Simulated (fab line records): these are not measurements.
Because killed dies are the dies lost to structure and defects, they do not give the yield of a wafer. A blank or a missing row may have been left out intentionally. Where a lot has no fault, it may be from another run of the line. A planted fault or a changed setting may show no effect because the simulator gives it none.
Which tool was responsible? -- flow berkeleyCmos170 -- 15 lots, 45 wafers sampled, at 3 steps of a route of 331

WHAT THE GAUGES READ, wafer by wafer
UCB170_NWELL_THK_MEAS_02. Usual: NWELL_OXIDE_THK gives 26.2 nm (standard deviation 0.52).
lot,measured,on,NWELL_OXIDE_THK (nm),flag
L968,day 1 19:51,filmMetro-03,26.9 27.2 26.6,
L970,day 2 15:26,filmMetro-04,25.2 25.7 25.6,
L971,day 2 21:13,filmMetro-04,25.8 25.9 25.5,
L972,day 3 03:35,filmMetro-03,26.3 26.2 26.6,
L973,day 3 03:37,filmMetro-04,26.3 26.6 26.2,
L974,day 3 11:40,filmMetro-02,26.0 26.0 26.2,
L975,day 3 17:08,filmMetro-02,26.7 27.2 26.7,
L976,day 3 17:11,filmMetro-03,25.9 26.2 26.2,
L978,day 4 06:13,filmMetro-04,27.4 27.6 27.4,
L979,day 4 11:24,filmMetro-04,26.4 25.8 26.4,
L981,day 4 23:06,filmMetro-04,26.9 27.1 26.6,
L982,day 5 04:04,filmMetro-04,25.6 25.7 25.7,
L987,day 6 04:55,filmMetro-03,26.1 25.9 26.1,
L988,day 6 04:56,filmMetro-04,25.7 26.3 25.7,
L989,day 6 14:29,filmMetro-04,27.1 27.0 26.7,

UCB170_PLDD_CD_MEAS_06: the cd target is 1200 nm. Usual: cdNm reads 1200.5 nm (standard deviation 1.4).
lot,measured,on,cdNm (nm),flag
L968,day 6 21:42,cdSem-02,1200.4 1200.1 1199.5,
L970,day 7 11:55,cdSem-02,1201.9 1201.7 1201.3,
L971,day 8 02:09,cdSem-01,1203.1 1202.2 1203.7,
L972,day 8 02:52,cdSem-01,1202.1 1200.2 1200.6,
L973,day 8 01:53,cdSem-01,1201.0 1201.4 1202.4,
L974,day 9 01:34,cdSem-02,1197.3 1199.4 1197.4,
L975,day 9 01:39,cdSem-01,1200.0 1200.6 1200.0,
L976,day 9 01:04,cdSem-01,1201.0 1199.2 1199.5,
L978,day 9 07:25,cdSem-01,1200.7 1198.7 1201.3,
L979,day 9 07:57,cdSem-01,1201.0 1200.5 1200.8,
L981,day 10 08:29,cdSem-02,1199.6 1199.6 1198.9,
L982,day 10 08:37,cdSem-02,1199.0 1198.8 1198.4,
L987,day 11 08:39,cdSem-02,1198.3 1198.9 1199.2,
L988,day 12 00:15,cdSem-02,1199.2 1200.4 1199.9,
L989,day 11 23:59,cdSem-02,1198.7 1199.2 1199.4,

EACH LOT AND THE TOOL THAT RAN IT (in order: tool; ch and the chambers of the sampled wafers; start)
lot,UCB170_PLDD_PEB_04
L968,"lithoTrack-04 ch 0, day 6 21:26"
L970,"lithoTrack-03 ch 0, day 7 11:36"
L971,"lithoTrack-03 ch 0, day 8 01:53"
L972,"lithoTrack-03 ch 0, day 8 02:35"
L973,"lithoTrack-03 ch 0, day 8 01:37"
L974,"lithoTrack-04 ch 0, day 9 01:19"
L975,"lithoTrack-03 ch 0, day 9 01:23"
L976,"lithoTrack-02 ch 0, day 9 00:47"
L978,"lithoTrack-02 ch 0, day 9 07:08"
L979,"lithoTrack-04 ch 0, day 9 07:41"
L981,"lithoTrack-03 ch 0, day 10 08:13"
L982,"lithoTrack-02 ch 0, day 10 08:20"
L987,"lithoTrack-02 ch 0, day 11 08:22"
L988,"lithoTrack-02 ch 0, day 11 23:58"
L989,"lithoTrack-04 ch 0, day 11 23:43"
- UCB170_PLDD_PEB_04

AS READ BY THE TOOLS THEMSELVES (means over the sampled wafers that have a number; for cases with no such wafer, the mark the record gives instead)
UCB170_PLDD_PEB_04. Usual: chillPlateTempC 23.01 C, standard deviation 0.12; plateSensorTCentreC 131.41 C, standard deviation 0.0092; plateSensorTEdgeC 131.53 C, standard deviation 0.011.
lot,tool,chillPlateTempC (C),plateSensorTCentreC (C),plateSensorTEdgeC (C),flag
L968,lithoTrack-04,22.98,131.39,131.52,
L970,lithoTrack-03,22.96,131.41,131.53,
L971,lithoTrack-03,23.02,131.41,131.54,
L972,lithoTrack-03,23.13,131.41,131.54,
L973,lithoTrack-03,23.15,131.41,131.52,
L974,lithoTrack-04,23.05,131.41,131.53,
L975,lithoTrack-03,23.00,131.41,131.54,
L976,lithoTrack-02,23.03,131.41,131.53,
L978,lithoTrack-02,23.08,131.41,131.53,
L979,lithoTrack-04,23.11,131.40,131.52,
L981,lithoTrack-03,23.22,131.40,131.54,
L982,lithoTrack-02,22.96,131.41,131.54,
L987,lithoTrack-02,22.98,131.42,131.54,
L988,lithoTrack-02,22.95,131.41,131.51,
L989,lithoTrack-04,23.11,131.40,131.54,

THE ANSWER, worked out from the rows above alone
Rule: lot off if the mean of its wafers having a number is beyond 3 standard deviations from the usual mean. A lot without any number at a reading at which 4 lots or more have one is off too. Any other lot the step has rows for is counted as sound. After the gauges, taken in route order, come the tools' own readings; for these a lot's mean is taken, as printed above. The first step at which some lot is off is used, and at that step the reading that is off furthest; a lot without a number counts as furthest.
None of the lots is off at any reading shown; this tells nothing.

WHAT WAS PUT IN BY THE SIMULATOR
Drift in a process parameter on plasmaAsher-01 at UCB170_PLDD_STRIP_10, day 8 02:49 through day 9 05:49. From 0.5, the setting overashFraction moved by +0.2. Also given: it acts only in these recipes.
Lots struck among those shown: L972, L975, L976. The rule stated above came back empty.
